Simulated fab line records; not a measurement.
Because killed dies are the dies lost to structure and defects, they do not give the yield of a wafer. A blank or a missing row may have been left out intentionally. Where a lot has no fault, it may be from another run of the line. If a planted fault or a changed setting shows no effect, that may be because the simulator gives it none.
Commonality check across tools    flow rit-cmos    Sampled: 15 lots, 45 wafers

REASON IT WAS OPENED
3 of 15 lots carry a flag on the reading PSD_TW at RIT_PSD_TW_MEAS_10. Wafers without a fault read 3440, standard deviation 36.
Rule: flag the lot when none of its wafers has a number, or when each of its wafers that has one lies beyond 4 standard deviations from that mean. All remaining lots are regarded as sound.

lot   measured     on             PSD_TW, wafer by wafer  flag
L884  day 3 05:34  film-metro-03  3466 3473 3470          
L886  day 3 15:25  film-metro-04  3416 3402 3424          
L890  day 4 13:23  film-metro-03  30 31 30                FLAGGED
L891  day 4 17:04  film-metro-04  30 30 30                FLAGGED
L892  day 4 19:35  film-metro-03  30 30 30                FLAGGED
L894  day 5 10:08  film-metro-03  3464 3504 3486          
L897  day 6 04:22  film-metro-04  3415 3408 3423          
L898  day 6 13:23  film-metro-03  3501 3502 3502          
L901  day 7 03:22  film-metro-01  3414 3407 3421          
L900  day 7 05:19  film-metro-04  3402 3404 3407          
L902  day 7 13:47  film-metro-01  3411 3394 3374          
L903  day 7 21:08  film-metro-03  3497 3497 3484          
L904  day 7 21:23  film-metro-04  3410 3408 3407          
L907  day 8 14:56  film-metro-03  3475 3486 3481          
L906  day 8 15:24  film-metro-01  3428 3419 3414          
The mean of the flagged lots' numbers is 30, -3410 from the usual (-95 standard deviations).

WHICH TOOL RAN EACH LOT
The record keeps 1 process step preceding the reading, out of 202 steps on the route. Read each cell as the tool, then ch plus the chambers that the sampled wafers visited, then the start.
lot   flag     RIT_NSD_STRIP_09
L884           plasma-asher-04 ch 0,1, day 3 03:50
L886           plasma-asher-01 ch 0,1, day 3 13:34
L890  FLAGGED  plasma-asher-02 ch 0,1, day 4 11:40
L891  FLAGGED  plasma-asher-02 ch 0,1, day 4 15:28
L892  FLAGGED  plasma-asher-04 ch 0,1, day 4 17:29
L894           plasma-asher-04 ch 0,1, day 5 08:34
L897           plasma-asher-02 ch 0,1, day 6 02:46
L898           plasma-asher-04 ch 0,1, day 6 11:41
L901           plasma-asher-01 ch 0,1, day 7 01:37
L900           plasma-asher-01 ch 0,1, day 7 03:43
L902           plasma-asher-01 ch 0,1, day 7 12:04
L903           plasma-asher-04 ch 0, day 7 19:24
L904           plasma-asher-02 ch 0,1, day 7 19:31
L907           plasma-asher-01 ch 0,1, day 8 13:11
L906           plasma-asher-02 ch 0,1, day 8 13:26
What the steps here do:
- RIT_NSD_STRIP_09: strips in O2, time 180 s.
- RIT_PSD_TW_MEAS_10

FLAGGED AGAINST TOTAL, ONE TOOL AT A TIME (gauges that did the reading follow at the end)
step                tool             lots run  flagged  share of the flagged lots  sound lots run after its first flagged lot
RIT_NSD_STRIP_09    plasma-asher-01  5         0        none                       -
RIT_NSD_STRIP_09    plasma-asher-02  5         2        some                       3 (L897,L904,L906)
RIT_NSD_STRIP_09    plasma-asher-04  5         1        some                       3 (L894,L898,L903)
RIT_PSD_TW_MEAS_10  film-metro-01    3         0        none                       -
RIT_PSD_TW_MEAS_10  film-metro-03    7         2        some                       4 (L894,L898,L903,L907)
RIT_PSD_TW_MEAS_10  film-metro-04    5         1        some                       3 (L897,L900,L904)

WHAT IS ALLOWED BY THE TABLE
No row of the table ran every flagged lot.

WHAT THE SIMULATOR HAD PUT IN
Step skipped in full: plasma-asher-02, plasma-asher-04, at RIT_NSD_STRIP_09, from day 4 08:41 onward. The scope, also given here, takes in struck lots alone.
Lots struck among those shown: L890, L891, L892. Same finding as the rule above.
